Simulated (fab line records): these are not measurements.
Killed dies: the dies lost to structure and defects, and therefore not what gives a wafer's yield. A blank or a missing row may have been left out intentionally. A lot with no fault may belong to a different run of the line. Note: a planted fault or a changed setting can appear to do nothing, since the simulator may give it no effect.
One fault through the eyes of 2 desks :: flow berkeley-cmos170 :: what lay behind the numbers comes last; until then each desk has only its own

## FROM THE METROLOGY DESK
What the gauges read, lot by lot, whatever tool the lot ran on: means of the sampled wafers that have a number. The brackets show how far a lot's mean lies from the usual mean; more than 4 standard deviations puts the lot out of limits, marked OUT.
Columns: A = cd-nm at UCB170_M3_CD_MEAS_15, usual 700.0 nm; B = M3_OVL at UCB170_M3_OVL_MEAS_16, usual -1 nm; C = cd-nm at UCB170_M3_CD_MEAS_90, usual 700.9 nm; D = M3_BOW at UCB170_M3_BOW_MEAS_20, usual 37 um
lot: L347
first seen here: day 9 17:06
A: 698.6
B: 0
C: 698.9
D: 35

lot: L348
first seen here: day 10 08:45
A: 701.5
B: 0
C: 702.9
D: 38

lot: L356
first seen here: day 11 08:22
A: 698.6
B: 1
C: 699.6
D: 34

lot: L363
first seen here: day 12 22:52
A: 699.8
B: -8
C: 700.5
D: 34

lot: L364
first seen here: day 13 11:41
A: 699.2
B: 2
C: 700.2
D: 46
This desk's finding: nothing out of limits on any of the 5 lots.

## DESK OF THE TOOL OWNER: rie-diel-02
The tool's own readings at UCB170_M3_ETCH_17 (etches BARC in N2/H2): means of the sampled wafers that have a number, for each lot that ran on this tool. The brackets show how far a lot's mean lies from the usual mean; more than 4 standard deviations puts the lot out of limits, marked OUT.
Columns: A = drypump-motor-current-A at UCB170_M3_ETCH_17, usual 5.8 A; B = oes-product-au at UCB170_M3_ETCH_17, usual 1.009 a.u.; C = throttle-valve-pct at UCB170_M3_ETCH_17, usual 13.02 %
lot: L348
first seen here: day 10 08:55
A: 5.4
B: 1.040
C: 13.15

lot: L356
first seen here: day 11 08:29
A: 5.7
B: 1.023
C: 12.90
This desk's finding: nothing out of limits on any of the 2 lots.

## ALL TOGETHER
At the metrology desk, nothing out of limits was observed.
Nothing out of limits was seen by the tool owner's desk.

## WHAT THE SIMULATOR HAD INSERTED
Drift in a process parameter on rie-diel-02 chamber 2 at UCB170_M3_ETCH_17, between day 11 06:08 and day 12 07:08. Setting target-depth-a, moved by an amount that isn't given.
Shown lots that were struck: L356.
